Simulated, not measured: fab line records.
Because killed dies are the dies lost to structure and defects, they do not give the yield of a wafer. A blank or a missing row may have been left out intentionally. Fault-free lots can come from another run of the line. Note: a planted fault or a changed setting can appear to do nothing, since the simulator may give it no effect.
The tool behind it: which one? / flow berkeleyCmos170 / at 1 step of a route of 331, 14 lots with 41 wafers sampled

== WHAT EACH GAUGE READ, for each wafer ==
UCB170_V1_CD_MEAS_90: the cd target is 700 nm.
lot=L595; measured=day 8 04:50; on=cdSem-01; cdNm (nm)=699.3 699.4 698.0
lot=L598; measured=day 8 13:49; on=cdSem-02; cdNm (nm)=698.2 697.3 696.3
lot=L604; measured=day 9 06:42; on=cdSem-01; cdNm (nm)=699.8 702.7 702.7
lot=L601; measured=day 9 06:53; on=cdSem-01; cdNm (nm)=698.4 701.3
lot=L607; measured=day 9 18:22; on=cdSem-01; cdNm (nm)=697.2 699.2 699.0
lot=L606; measured=day 9 18:31; on=cdSem-01; cdNm (nm)=695.9 697.5 697.6
lot=L605; measured=day 9 18:48; on=cdSem-02; cdNm (nm)=700.9 705.2 704.7
lot=L609; measured=day 10 19:17; on=cdSem-01; cdNm (nm)=700.1 702.4 702.8
lot=L610; measured=day 10 20:19; on=cdSem-02; cdNm (nm)=704.1 700.8 703.6
lot=L611; measured=day 10 21:22; on=cdSem-01; cdNm (nm)=700.8 700.8 700.5
lot=L612; measured=day 10 21:30; on=cdSem-01; cdNm (nm)=699.5 700.1 699.5
lot=L616; measured=day 11 16:23; on=cdSem-01; cdNm (nm)=700.5 701.5 700.6
lot=L613; measured=day 11 16:32; on=cdSem-02; cdNm (nm)=699.9 700.6 698.2
lot=L618; measured=day 12 06:40; on=cdSem-02; cdNm (nm)=698.3 700.8 700.1

== EACH LOT AND THE TOOL THAT RAN IT (in order: tool; ch and the chambers of the sampled wafers; start) ==
Before these readings, the record contains no process step.

== WHAT THE TOOLS THEMSELVES READ (means of the sampled wafers that have a number; where no wafer has one, the mark that the record gives instead) ==
The record holds no such reading with a usual standard deviation.

== THE ANSWER, worked out from the rows above alone ==
Rule: usual is defined by the lots themselves. The widest of any qualifying gaps counts: lots, ordered by their means at a reading, are off when they make up no more than a third of the lots, leave a main group of 4 or more, and stand apart from it by 3 or more times the standard deviation of that group's means. Not used: any main group whose means are identical at the precision the tables above print for the reading. Also off: a lot with no number at a reading for which 4 or more lots have one. Any other lot the step has rows for is counted as sound. After the gauges, taken in route order, come the tools' own readings; for these a lot's mean is taken, as printed above. The first step at which some lot is off is used, and at that step the reading that is off furthest; a lot without a number counts as furthest.
Nothing can be told from this: no lot is off at any reading shown.

== WHAT THE SIMULATOR HAD INSERTED ==
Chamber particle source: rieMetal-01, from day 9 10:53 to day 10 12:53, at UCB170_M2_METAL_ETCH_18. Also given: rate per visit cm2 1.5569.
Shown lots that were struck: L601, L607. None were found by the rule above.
